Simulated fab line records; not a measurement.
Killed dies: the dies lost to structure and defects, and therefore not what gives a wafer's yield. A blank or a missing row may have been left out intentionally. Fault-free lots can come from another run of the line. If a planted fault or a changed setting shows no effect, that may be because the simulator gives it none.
Which of the tools did it?	flow berkeleyCmos170	14 lots with 42 wafers sampled at 3 steps, on a route of 331 steps

== WHAT THE GAUGES READ, wafer by wafer ==
UCB170_M3_RS_MEAS_02: a four-point-probe measurement. Usual: M3_AL_RS gives 0.0321 ohm/sq (standard deviation 0.00038).
lot	measured	on	M3_AL_RS (ohm/sq)	flag
L339	day 8 21:32	filmMetro-03	0.0322 0.0321 0.0319	
L341	day 9 03:27	filmMetro-03	0.0321 0.0324 0.0315	
L342	day 9 04:10	filmMetro-02	0.0319 0.0324 0.0324	
L343	day 10 00:08	filmMetro-03	0.0319 0.0323 0.0321	
L345	day 10 00:40	filmMetro-01	0.0319 0.0319 0.0321	
L346	day 10 10:24	filmMetro-02	0.0329 0.0328 0.0328	
L348	day 10 11:09	filmMetro-03	0.0313 0.0314 0.0315	
L347	day 10 12:46	filmMetro-03	0.0318 0.0321 0.0322	
L353	day 11 19:35	filmMetro-03	0.0439 0.0438 0.0436 0.0439 0.0439 0.0436	OFF
L355	day 12 12:28	filmMetro-03	0.0434 0.0437 0.0439 0.0434 0.0436 0.0438	OFF
L357	day 12 12:43	filmMetro-02	0.0321 0.0321 0.0322	
L361	day 13 01:44	filmMetro-01	0.0317 0.0316 0.0319	
L359	day 13 02:41	filmMetro-03	0.0326 0.0326 0.0327	
L360	day 13 18:14	filmMetro-01	0.0323 0.0322 0.0322	

UCB170_M3_THK_MEAS_03: measures by xrf. Usual: M3_AL_THK gives 909 nm (standard deviation 11).
lot	measured	on	M3_AL_THK (nm)	flag
L339	day 8 21:40	filmMetro-03	904 903 907	
L341	day 9 03:34	filmMetro-03	901 894 920	
L342	day 9 04:17	filmMetro-02	912 897 903	
L343	day 10 00:15	filmMetro-03	904 893 907	
L345	day 10 00:47	filmMetro-01	924 920 914	
L346	day 10 10:31	filmMetro-02	885 888 892	
L348	day 10 11:16	filmMetro-03	925 925 915	
L347	day 10 12:52	filmMetro-03	905 901 895	
L353	day 11 21:10	filmMetro-03	661 662 670 661 662 664	OFF
L355	day 12 17:04	filmMetro-03	670 668 667 672 668 666	OFF
L357	day 12 12:50	filmMetro-02	911 912 910	
L361	day 13 01:52	filmMetro-01	924 929 922	
L359	day 13 02:48	filmMetro-03	892 889 887	
L360	day 13 18:22	filmMetro-01	908 914 913	

== WHICH TOOL RAN EACH LOT (tool, then ch and the chambers of the sampled wafers, then the start) ==
lot	UCB170_M3_SPUTTER_01
L339	pvdSputter-03, day 8 21:28
L341	pvdSputter-02, day 9 03:22
L342	pvdSputter-03, day 9 04:05
L343	pvdSputter-02, day 10 00:02
L345	pvdSputter-03, day 10 00:35
L346	pvdSputter-04, day 10 10:19
L348	pvdSputter-02, day 10 11:02
L347	pvdSputter-02, day 10 12:39
L353	pvdSputter-02, day 11 19:28
L355	pvdSputter-02, day 12 12:23
L357	pvdSputter-03, day 12 12:37
L361	pvdSputter-03, day 13 01:40
L359	pvdSputter-04, day 13 02:35
L360	pvdSputter-04, day 13 18:10
- UCB170_M3_SPUTTER_01: material Al, target thk 900 nm, time 120 s.

== WHAT THE TOOLS THEMSELVES READ (means of the sampled wafers that have a number; where no wafer has one, the mark that the record gives instead) ==
UCB170_M3_SPUTTER_01. Usual: cathodeDcPowerW 6000.1 W, standard deviation 1; throttleValvePct 30.3 %, standard deviation 1.
lot	tool	cathodeDcPowerW (W)	throttleValvePct (%)	flag
L339	pvdSputter-03	5998.9	29.9	
L341	pvdSputter-02	5999.7	29.2	
L342	pvdSputter-03	5999.9	31.2	
L343	pvdSputter-02	5999.2	30.4	
L345	pvdSputter-03	6000.1	30.7	
L346	pvdSputter-04	6000.2	31.0	
L348	pvdSputter-02	6000.9	30.1	
L347	pvdSputter-02	5999.6	29.9	
L353	pvdSputter-02	6000.7	29.8	
L355	pvdSputter-02	5999.6	30.1	
L357	pvdSputter-03	6000.1	30.6	
L361	pvdSputter-03	5999.5	30.7	
L359	pvdSputter-04	5999.4	31.3	
L360	pvdSputter-04	6000.2	31.0	

== THE ANSWER, worked out from the rows above alone ==
Rule: lot off if the mean of its wafers having a number is beyond 3 standard deviations from the usual mean. Also off: a lot with no number at a reading for which 4 or more lots have one. All remaining lots with rows at the step are treated as sound. After the gauges, taken in route order, come the tools' own readings; for these a lot's mean is taken, as printed above. At the first step where some lot is off, the reading lying furthest off is the one used; lots without a number count as furthest.
Off: L353, L355, seen at UCB170_M3_RS_MEAS_02 (M3_AL_RS).
If a tool, at a process step before that reading, ran all the lots that are off and no sound lot after the first of them, it fits. Those tools and the gauges at UCB170_M3_RS_MEAS_02 are tried in the same way. One candidate fits, namely pvdSputter-02 at UCB170_M3_SPUTTER_01. A fault onset in the window from L347 (day 10 12:39, its last sound lot) to L353 (day 11 19:28, its first lot off) fits.

== WHAT WAS PUT IN BY THE SIMULATOR ==
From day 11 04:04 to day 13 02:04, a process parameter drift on pvdSputter-02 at UCB170_M3_SPUTTER_01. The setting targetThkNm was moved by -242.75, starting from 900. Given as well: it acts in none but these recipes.
Shown lots that were struck: L353, L355. The rule above found the same.
